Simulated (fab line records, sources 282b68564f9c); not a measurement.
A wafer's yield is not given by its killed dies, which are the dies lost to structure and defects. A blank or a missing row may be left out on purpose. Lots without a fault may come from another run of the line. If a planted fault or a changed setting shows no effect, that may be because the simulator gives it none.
2 desks looking at one fault ; flow ritCmos ; only its own numbers are on each desk; what lay behind them is given at the end

== METROLOGY DESK ==
What the gauges read, lot by lot, whatever tool the lot ran on: means of the sampled wafers that have a number. Marked OUT: a lot whose mean sits more than 4 standard deviations from the usual mean, which makes it out of limits; the brackets give that distance.
Columns: A = cdNm at RIT_ACTIVE_CD_MEAS_90, usual 1399.7 nm; B = FIELD_OXIDE_LEFT_2_THK at RIT_FOX2_THK_MEAS_91, usual 240 nm; C = SPACER_NITRIDE_THK at RIT_SPACER_THK_MEAS_04, usual 250.1 nm
lot;first seen here;A;B;C
L594;day 1 17:29;1399.4;243;248.8
L595;day 2 01:46;1397.9;242;251.6
L596;day 2 02:05;1394.7;243;246.0
L597;day 2 06:32;1393.9;234;246.7
L598;day 2 12:35;1399.4;237;251.4
L599;day 2 16:14;1398.5;244;249.8
L600;day 2 22:05;1401.8;246;250.6
L602;day 3 07:01;1400.5;241;249.1
L609;day 4 18:03;1397.8;233;351.1 (+42) OUT
L610;day 5 00:02;1402.0;242;251.2
L611;day 5 06:09;1399.2;229;252.9
L612;day 5 09:16;1399.3;241;253.7
L615;day 6 00:46;1400.0;241;251.9
This desk reports L609 out of limits; the earliest was L609 at day 6 06:56 (SPACER_NITRIDE_THK at RIT_SPACER_THK_MEAS_04). In limits: L594, L595, L596, L597, L598, L599, L600, L602, L610, L611, L612, L615.

== FOR THE TOOL OWNER'S DESK: lpcvd-02 ==
The tool's own readings at RIT_SPACER_CVD_03 (deposits Si3N4 from SiH2Cl2/NH3, target thk 250 nm, time 3300 s): means of the sampled wafers that have a number, for each lot that ran on this tool. Marked OUT: a lot whose mean sits more than 4 standard deviations from the usual mean, which makes it out of limits; the brackets give that distance.
Columns: A = spikeTcCentreC at RIT_SPACER_CVD_03, usual 812.2 C; B = spikeTcLoadC at RIT_SPACER_CVD_03, usual 832.8 C; C = spikeTcSourceC at RIT_SPACER_CVD_03, usual 831.5 C; D = zonePowerSourcePct at RIT_SPACER_CVD_03, usual 19.3 %
lot;first seen here;A;B;C;D
L595;day 3 12:26;811.7;831.0;829.3;19.9
L598;day 3 18:57;810.6;834.9;833.2;19.7
L609;day 6 05:00;832.6 (+17) OUT;853.5 (+12) OUT;849.1 (+8.8) OUT;21.1 (+4.2) OUT
This desk's finding: out of limits on L609; first on L609, day 6 05:00 (spikeTcCentreC at RIT_SPACER_CVD_03). In limits: L595, L598.

== PUT TOGETHER ==
An alarm could have come from the tool owner's desk at day 6 05:00, on L609.
L609 would have let the metrology desk raise an alarm at day 6 06:56.
RIT_SPACER_CVD_03 was run on lpcvd-02 by each of the lots named.

== WHAT THE SIMULATOR HAD PUT IN ==
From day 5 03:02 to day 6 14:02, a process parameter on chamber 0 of lpcvd-02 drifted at RIT_SPACER_CVD_03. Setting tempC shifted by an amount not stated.
Lots struck among those shown: L609.
Time in hours from fault onset to the first out-of-limits reading at each desk: tool owner's desk 26, metrology desk 28.
